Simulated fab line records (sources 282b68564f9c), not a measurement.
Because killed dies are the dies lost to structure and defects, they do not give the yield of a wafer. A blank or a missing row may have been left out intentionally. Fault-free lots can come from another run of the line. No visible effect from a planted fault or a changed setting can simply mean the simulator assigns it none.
What tool caused it? || flow rit-cmos || 14 lots with 42 wafers sampled at 2 steps, on a route of 202 steps

WHAT THE GAUGES READ, wafer by wafer
RIT_SPACER_THK_MEAS_04. Usual: for SPACER_NITRIDE_THK the level is 249.5 nm and the standard deviation is 3.
{"lot": "L988", "measured": "day 3 03:14", "on": "film-metro-01", "SPACER_NITRIDE_THK (nm)": "251.0 252.3 251.9", "flag": ""}
{"lot": "L989", "measured": "day 3 10:19", "on": "film-metro-04", "SPACER_NITRIDE_THK (nm)": "252.3 250.7 251.5", "flag": ""}
{"lot": "L990", "measured": "day 3 14:33", "on": "film-metro-04", "SPACER_NITRIDE_THK (nm)": "246.7 250.4 249.5", "flag": ""}
{"lot": "L991", "measured": "day 3 19:52", "on": "film-metro-03", "SPACER_NITRIDE_THK (nm)": "249.4 249.3 250.1", "flag": ""}
{"lot": "L992", "measured": "day 4 03:05", "on": "film-metro-03", "SPACER_NITRIDE_THK (nm)": "169.7 171.4 172.5", "flag": "OFF"}
{"lot": "L994", "measured": "day 4 09:22", "on": "film-metro-04", "SPACER_NITRIDE_THK (nm)": "249.9 252.1 248.3", "flag": ""}
{"lot": "L996", "measured": "day 4 18:48", "on": "film-metro-03", "SPACER_NITRIDE_THK (nm)": "170.0 168.6 167.8", "flag": "OFF"}
{"lot": "L997", "measured": "day 5 00:00", "on": "film-metro-01", "SPACER_NITRIDE_THK (nm)": "250.5 249.6 248.6", "flag": ""}
{"lot": "L104", "measured": "day 6 06:38", "on": "film-metro-01", "SPACER_NITRIDE_THK (nm)": "249.7 249.8 247.3", "flag": ""}
{"lot": "L106", "measured": "day 6 20:27", "on": "film-metro-01", "SPACER_NITRIDE_THK (nm)": "246.1 244.2 245.8", "flag": ""}
{"lot": "L108", "measured": "day 7 07:20", "on": "film-metro-04", "SPACER_NITRIDE_THK (nm)": "244.6 246.5 245.6", "flag": ""}
{"lot": "L109", "measured": "day 7 09:29", "on": "film-metro-03", "SPACER_NITRIDE_THK (nm)": "251.7 253.8 253.3", "flag": ""}
{"lot": "L110", "measured": "day 7 13:18", "on": "film-metro-03", "SPACER_NITRIDE_THK (nm)": "248.4 247.7 248.8", "flag": ""}
{"lot": "L111", "measured": "day 8 00:00", "on": "film-metro-04", "SPACER_NITRIDE_THK (nm)": "251.1 251.3 252.4", "flag": ""}

WHAT TOOL EACH LOT RAN ON (gives the tool, then ch and the chambers of the sampled wafers, and finally the start)
{"lot": "L988", "RIT_SPACER_CVD_03": "lpcvd-02 ch 0, day 3 01:18"}
{"lot": "L989", "RIT_SPACER_CVD_03": "lpcvd-02 ch 0, day 3 08:25"}
{"lot": "L990", "RIT_SPACER_CVD_03": "lpcvd-02 ch 1, day 3 12:38"}
{"lot": "L991", "RIT_SPACER_CVD_03": "lpcvd-02 ch 0, day 3 17:58"}
{"lot": "L992", "RIT_SPACER_CVD_03": "lpcvd-02 ch 0, day 4 01:11"}
{"lot": "L994", "RIT_SPACER_CVD_03": "lpcvd-01 ch 0, day 4 07:26"}
{"lot": "L996", "RIT_SPACER_CVD_03": "lpcvd-02 ch 0, day 4 16:53"}
{"lot": "L997", "RIT_SPACER_CVD_03": "lpcvd-01 ch 0, day 4 22:05"}
{"lot": "L104", "RIT_SPACER_CVD_03": "lpcvd-01 ch 0, day 6 04:42"}
{"lot": "L106", "RIT_SPACER_CVD_03": "lpcvd-01 ch 0, day 6 18:32"}
{"lot": "L108", "RIT_SPACER_CVD_03": "lpcvd-01 ch 1, day 7 05:25"}
{"lot": "L109", "RIT_SPACER_CVD_03": "lpcvd-02 ch 1, day 7 07:34"}
{"lot": "L110", "RIT_SPACER_CVD_03": "lpcvd-01 ch 0, day 7 11:22"}
{"lot": "L111", "RIT_SPACER_CVD_03": "lpcvd-02 ch 0, day 7 22:05"}
- RIT_SPACER_CVD_03: deposits Si3N4 from SiH2Cl2/NH3, target thk 250 nm, time 3300 s.

AS READ BY THE TOOLS THEMSELVES (means over the sampled wafers that have a number; for cases with no such wafer, the mark the record gives instead)
RIT_SPACER_CVD_03. Usual: nh3-flow-sccm 150.1 sccm, standard deviation 0.49; spike-tc-load-C 837.2 C, standard deviation 1.6; zone-power-load-pct 21.4 %, standard deviation 1.7.
{"lot": "L988", "tool": "lpcvd-02", "nh3-flow-sccm (sccm)": 150.1, "spike-tc-load-C (C)": 835.5, "zone-power-load-pct (%)": 21.2, "flag": ""}
{"lot": "L989", "tool": "lpcvd-02", "nh3-flow-sccm (sccm)": 150.5, "spike-tc-load-C (C)": 835.9, "zone-power-load-pct (%)": 21.4, "flag": ""}
{"lot": "L990", "tool": "lpcvd-02", "nh3-flow-sccm (sccm)": 149.6, "spike-tc-load-C (C)": 840.2, "zone-power-load-pct (%)": 24.2, "flag": ""}
{"lot": "L991", "tool": "lpcvd-02", "nh3-flow-sccm (sccm)": 150.2, "spike-tc-load-C (C)": 835.7, "zone-power-load-pct (%)": 21.2, "flag": ""}
{"lot": "L992", "tool": "lpcvd-02", "nh3-flow-sccm (sccm)": 150.9, "spike-tc-load-C (C)": 836.3, "zone-power-load-pct (%)": 21.4, "flag": ""}
{"lot": "L994", "tool": "lpcvd-01", "nh3-flow-sccm (sccm)": 150.5, "spike-tc-load-C (C)": 836.9, "zone-power-load-pct (%)": 19.9, "flag": ""}
{"lot": "L996", "tool": "lpcvd-02", "nh3-flow-sccm (sccm)": 150.1, "spike-tc-load-C (C)": 836.0, "zone-power-load-pct (%)": 21.2, "flag": ""}
{"lot": "L997", "tool": "lpcvd-01", "nh3-flow-sccm (sccm)": 150.5, "spike-tc-load-C (C)": 837.6, "zone-power-load-pct (%)": 20.0, "flag": ""}
{"lot": "L104", "tool": "lpcvd-01", "nh3-flow-sccm (sccm)": 150.0, "spike-tc-load-C (C)": 837.0, "zone-power-load-pct (%)": 20.1, "flag": ""}
{"lot": "L106", "tool": "lpcvd-01", "nh3-flow-sccm (sccm)": 150.2, "spike-tc-load-C (C)": 837.0, "zone-power-load-pct (%)": 20.0, "flag": ""}
{"lot": "L108", "tool": "lpcvd-01", "nh3-flow-sccm (sccm)": 149.4, "spike-tc-load-C (C)": 837.5, "zone-power-load-pct (%)": 19.7, "flag": ""}
{"lot": "L109", "tool": "lpcvd-02", "nh3-flow-sccm (sccm)": 150.1, "spike-tc-load-C (C)": 839.2, "zone-power-load-pct (%)": 24.2, "flag": ""}
{"lot": "L110", "tool": "lpcvd-01", "nh3-flow-sccm (sccm)": 149.9, "spike-tc-load-C (C)": 836.7, "zone-power-load-pct (%)": 20.0, "flag": ""}
{"lot": "L111", "tool": "lpcvd-02", "nh3-flow-sccm (sccm)": 149.6, "spike-tc-load-C (C)": 836.3, "zone-power-load-pct (%)": 21.2, "flag": ""}

THE ANSWER, worked out from the rows above alone
Rule: lot off if the mean of its wafers having a number is beyond 3 standard deviations from the usual mean. Also off: a lot with no number at a reading for which 4 or more lots have one. Any other lot the step has rows for is counted as sound. First the gauges in route order, then the tools' own readings, where a lot's mean is used as printed above. At the first step where some lot is off, the reading lying furthest off is the one used; lots without a number count as furthest.
Off: at RIT_SPACER_THK_MEAS_04 (SPACER_NITRIDE_THK), L992, L996.
If a tool, at a process step before that reading, ran all the lots that are off and no sound lot after the first of them, it fits. Those tools and the gauges at RIT_SPACER_THK_MEAS_04 are tried in the same way. Of those tried, none fits.

WHAT THE SIMULATOR HAD INSERTED
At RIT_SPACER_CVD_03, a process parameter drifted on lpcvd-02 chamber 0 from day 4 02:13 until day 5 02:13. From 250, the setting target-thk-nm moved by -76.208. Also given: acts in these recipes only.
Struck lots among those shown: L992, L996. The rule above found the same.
